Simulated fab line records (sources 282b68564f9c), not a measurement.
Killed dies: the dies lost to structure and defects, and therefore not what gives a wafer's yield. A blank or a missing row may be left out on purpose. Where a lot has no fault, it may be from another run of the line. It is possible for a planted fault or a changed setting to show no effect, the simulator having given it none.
What tool caused it?	flow rit_cmos	14 lots, 42 wafers sampled, at 2 steps of a route of 202

## WHAT THE GAUGES READ, wafer by wafer
The record holds no reading of a measuring or inspecting step that can be judged against a usual standard deviation.

## WHAT TOOL EACH LOT RAN ON (gives the tool, then ch and the chambers of the sampled wafers, and finally the start)
lot	RIT_PSD_DEVELOP_05	RIT_M1_PROBE_99
L527	litho_track-02 ch 0, day 3 02:00	-
L528	litho_track-04 ch 0, day 3 07:00	-
L529	litho_track-01 ch 0, day 3 20:00	-
L530	litho_track-02 ch 0, day 3 20:00	-
L532	litho_track-02 ch 0, day 4 07:00	-
L533	litho_track-01 ch 0, day 4 14:00	-
L535	litho_track-02 ch 0, day 4 18:00	-
L539	litho_track-02 ch 0, day 5 18:00	-
L540	litho_track-04 ch 0, day 6 00:00	-
L541	litho_track-01 ch 0, day 6 03:00	-
L546	litho_track-02 ch 0, day 7 05:00	prober-02, day 7 13:59
L547	litho_track-04 ch 0, day 7 07:00	-
L549	litho_track-02 ch 0, day 7 19:00	-
L550	litho_track-01 ch 0, day 8 02:00	-
- RIT_PSD_DEVELOP_05: develop time 50 s.
- RIT_M1_PROBE_99

## AS READ BY THE TOOLS THEMSELVES (means over the sampled wafers that have a number; for cases with no such wafer, the mark the record gives instead)
RIT_PSD_DEVELOP_05. Usual: developer_temp_C reads 23.00 C (standard deviation 0.11).
lot	tool	developer_temp_C (C)	flag
L527	litho_track-02	23.01	
L528	litho_track-04	22.96	
L529	litho_track-01	22.93	
L530	litho_track-02	23.20	
L532	litho_track-02	22.97	
L533	litho_track-01	23.15	
L535	litho_track-02	23.07	
L539	litho_track-02	23.00	
L540	litho_track-04	22.98	
L541	litho_track-01	22.93	
L546	litho_track-02	22.10	OFF
L547	litho_track-04	22.81	
L549	litho_track-02	22.13	OFF
L550	litho_track-01	23.09	

RIT_M1_PROBE_99. Usual: killed_at_contacts 0.0, standard deviation 0.22; killed_at_front_end 7, standard deviation 3.2; killed_dies 8, standard deviation 3.2; killed_open 3.7, standard deviation 2.1; killed_short 3.8, standard deviation 2.2.
lot	tool	killed_at_contacts	killed_at_front_end	killed_dies	killed_open	killed_short	flag
L546	prober-02	0.0	8	8	2.7	5.7	

## THE ANSWER, worked out from the rows above alone
Rule: lot off if the mean of its wafers having a number is beyond 3 standard deviations from the usual mean. A lot without any number at a reading at which 4 lots or more have one is off too. Where the step has rows for the other lots, those lots are counted as sound. First the gauges in route order, then the tools' own readings, where a lot's mean is used as printed above. At the first step where some lot is off, the reading lying furthest off is the one used; lots without a number count as furthest.
Off at RIT_PSD_DEVELOP_05 (developer_temp_C): L546, L549.
If a tool, at that step or one of the process steps before it, ran each lot that is off and ran no sound lot following the first of them, it fits. One candidate fits, namely litho_track-02 at RIT_PSD_DEVELOP_05. Its last sound lot is L539 (day 5 18:00), its first lot that is off L546 (day 7 05:00): a fault that began between those two fits.
The tool's own readings at RIT_PSD_DEVELOP_05 bear it out: on the lots that are off they differ by more than 5 times the standard deviation of the sound lots' means. developer_temp_C reads 22.12 C there against 23.01 C on the sound lots.

## WHAT THE SIMULATOR PUT IN
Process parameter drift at RIT_PSD_DEVELOP_05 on litho_track-02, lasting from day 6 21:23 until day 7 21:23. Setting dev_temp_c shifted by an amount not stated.
Lots struck among those shown: L546, L549. Same finding as the rule above.
